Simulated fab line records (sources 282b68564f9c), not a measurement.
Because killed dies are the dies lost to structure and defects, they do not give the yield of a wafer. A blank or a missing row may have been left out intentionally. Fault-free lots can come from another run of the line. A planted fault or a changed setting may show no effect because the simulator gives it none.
Shared-tool check || flow rit-cmos || 16 lots, 48 wafers sampled

== THE REASON FOR OPENING IT ==
4 of 16 lots carry a flag on the reading PRETRO_OVL at RIT_PRETRO_OVL_MEAS_06. Fault-free wafers read 0.0 nm, with a standard deviation of 1.6.
Rule: a lot gets a flag if all its wafers with a number sit over 4 standard deviations from that mean, or if no wafer of it has a number. The rest of the lots are taken to be sound.

{"lot": "L949", "measured": "day 2 08:16", "on": "overlay-01", "PRETRO_OVL (nm), wafer by wafer": "-1.0 -1.5 -0.3", "flag": ""}
{"lot": "L950", "measured": "day 2 13:08", "on": "overlay-01", "PRETRO_OVL (nm), wafer by wafer": "-0.5 -1.8 -0.3", "flag": ""}
{"lot": "L951", "measured": "day 2 20:21", "on": "overlay-02", "PRETRO_OVL (nm), wafer by wafer": "0.7 -0.6 0.1", "flag": ""}
{"lot": "L952", "measured": "day 3 02:40", "on": "overlay-01", "PRETRO_OVL (nm), wafer by wafer": "1.1 1.2 0.4", "flag": ""}
{"lot": "L955", "measured": "day 3 16:48", "on": "overlay-01", "PRETRO_OVL (nm), wafer by wafer": "1.2 0.4 2.5", "flag": ""}
{"lot": "L958", "measured": "day 4 06:54", "on": "overlay-01", "PRETRO_OVL (nm), wafer by wafer": "-1.2 -2.9 -1.0", "flag": ""}
{"lot": "L959", "measured": "day 4 11:47", "on": "overlay-02", "PRETRO_OVL (nm), wafer by wafer": "-151.4 -150.0 -151.8", "flag": "FLAGGED"}
{"lot": "L961", "measured": "day 4 20:24", "on": "overlay-01", "PRETRO_OVL (nm), wafer by wafer": "-151.1 -148.6 -150.2", "flag": "FLAGGED"}
{"lot": "L962", "measured": "day 5 00:49", "on": "overlay-02", "PRETRO_OVL (nm), wafer by wafer": "-151.5 -149.2 -149.5", "flag": "FLAGGED"}
{"lot": "L963", "measured": "day 5 06:41", "on": "overlay-01", "PRETRO_OVL (nm), wafer by wafer": "-149.5 -147.7 -147.6", "flag": "FLAGGED"}
{"lot": "L964", "measured": "day 5 11:58", "on": "overlay-02", "PRETRO_OVL (nm), wafer by wafer": "-0.1 -1.0 0.9", "flag": ""}
{"lot": "L965", "measured": "day 5 15:07", "on": "overlay-01", "PRETRO_OVL (nm), wafer by wafer": "1.3 2.8 0.7", "flag": ""}
{"lot": "L968", "measured": "day 6 09:03", "on": "overlay-02", "PRETRO_OVL (nm), wafer by wafer": "-2.8 -1.7 -3.2", "flag": ""}
{"lot": "L969", "measured": "day 6 14:31", "on": "overlay-02", "PRETRO_OVL (nm), wafer by wafer": "-0.5 -1.1 -0.1", "flag": ""}
{"lot": "L970", "measured": "day 6 16:34", "on": "overlay-01", "PRETRO_OVL (nm), wafer by wafer": "4.7 3.9 3.9", "flag": ""}
{"lot": "L971", "measured": "day 6 22:22", "on": "overlay-02", "PRETRO_OVL (nm), wafer by wafer": "0.3 -0.5 1.3", "flag": ""}
The numbers of the flagged lots are -149.8 nm on average: -149.8 nm against the usual, or -94 standard deviations.

== TOOL THAT RAN EACH LOT ==
The record holds 1 process step before the reading, out of a route of 202 steps. Read each cell as the tool, then ch plus the chambers that the sampled wafers visited, then the start.
{"lot": "L949", "flag": "", "RIT_PRETRO_EXPOSE_03": "iline-stepper-02 ch 0, day 2 07:52"}
{"lot": "L950", "flag": "", "RIT_PRETRO_EXPOSE_03": "iline-stepper-01 ch 0, day 2 12:43"}
{"lot": "L951", "flag": "", "RIT_PRETRO_EXPOSE_03": "iline-stepper-02 ch 0, day 2 19:55"}
{"lot": "L952", "flag": "", "RIT_PRETRO_EXPOSE_03": "iline-stepper-02 ch 0, day 3 02:14"}
{"lot": "L955", "flag": "", "RIT_PRETRO_EXPOSE_03": "iline-stepper-02 ch 0, day 3 16:23"}
{"lot": "L958", "flag": "", "RIT_PRETRO_EXPOSE_03": "iline-stepper-01 ch 0, day 4 06:28"}
{"lot": "L959", "flag": "FLAGGED", "RIT_PRETRO_EXPOSE_03": "iline-stepper-01 ch 0, day 4 11:14"}
{"lot": "L961", "flag": "FLAGGED", "RIT_PRETRO_EXPOSE_03": "iline-stepper-01 ch 0, day 4 19:59"}
{"lot": "L962", "flag": "FLAGGED", "RIT_PRETRO_EXPOSE_03": "iline-stepper-01 ch 0, day 5 00:24"}
{"lot": "L963", "flag": "FLAGGED", "RIT_PRETRO_EXPOSE_03": "iline-stepper-01 ch 0, day 5 06:17"}
{"lot": "L964", "flag": "", "RIT_PRETRO_EXPOSE_03": "iline-stepper-02 ch 0, day 5 11:32"}
{"lot": "L965", "flag": "", "RIT_PRETRO_EXPOSE_03": "iline-stepper-02 ch 0, day 5 14:42"}
{"lot": "L968", "flag": "", "RIT_PRETRO_EXPOSE_03": "iline-stepper-02 ch 0, day 6 08:37"}
{"lot": "L969", "flag": "", "RIT_PRETRO_EXPOSE_03": "iline-stepper-02 ch 0, day 6 13:58"}
{"lot": "L970", "flag": "", "RIT_PRETRO_EXPOSE_03": "iline-stepper-02 ch 0, day 6 16:08"}
{"lot": "L971", "flag": "", "RIT_PRETRO_EXPOSE_03": "iline-stepper-02 ch 0, day 6 21:56"}
What these steps do:
- RIT_PRETRO_EXPOSE_03: exposes mask M5, target cd 43700 nm.
- RIT_PRETRO_OVL_MEAS_06

== FLAGGED OVER TOTAL, TOOL BY TOOL (the gauges that took the reading come last) ==
{"step": "RIT_PRETRO_EXPOSE_03", "tool": "iline-stepper-01", "lots run": 6, "flagged": 4, "share of the flagged lots": "all", "sound lots run after its first flagged lot": 0}
{"step": "RIT_PRETRO_EXPOSE_03", "tool": "iline-stepper-02", "lots run": 10, "flagged": 0, "share of the flagged lots": "none", "sound lots run after its first flagged lot": "-"}
{"step": "RIT_PRETRO_OVL_MEAS_06", "tool": "overlay-01", "lots run": 9, "flagged": 2, "share of the flagged lots": "some", "sound lots run after its first flagged lot": "2 (L965,L970)"}
{"step": "RIT_PRETRO_OVL_MEAS_06", "tool": "overlay-02", "lots run": 7, "flagged": 2, "share of the flagged lots": "some", "sound lots run after its first flagged lot": "4 (L964,L968,L969,L971)"}

== WHAT THE TABLE PERMITS ==
Rows of the table that ran each flagged lot: 1, that is iline-stepper-01 at RIT_PRETRO_EXPOSE_03.
- iline-stepper-01 at RIT_PRETRO_EXPOSE_03 ran 6 lots, 4 of them flagged. Its last sound lot is L958 (day 4 06:28), its first flagged lot L959 (day 4 11:14): a fault that began between those two fits.
One tool is left: iline-stepper-01 at RIT_PRETRO_EXPOSE_03.

== WHAT WAS PUT IN BY THE SIMULATOR ==
Scanner matching overlay: iline-stepper-01, from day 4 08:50 on, at RIT_PRETRO_EXPOSE_03. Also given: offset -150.
Lots struck among those shown: L959, L961, L962, L963. The rule above found the same.
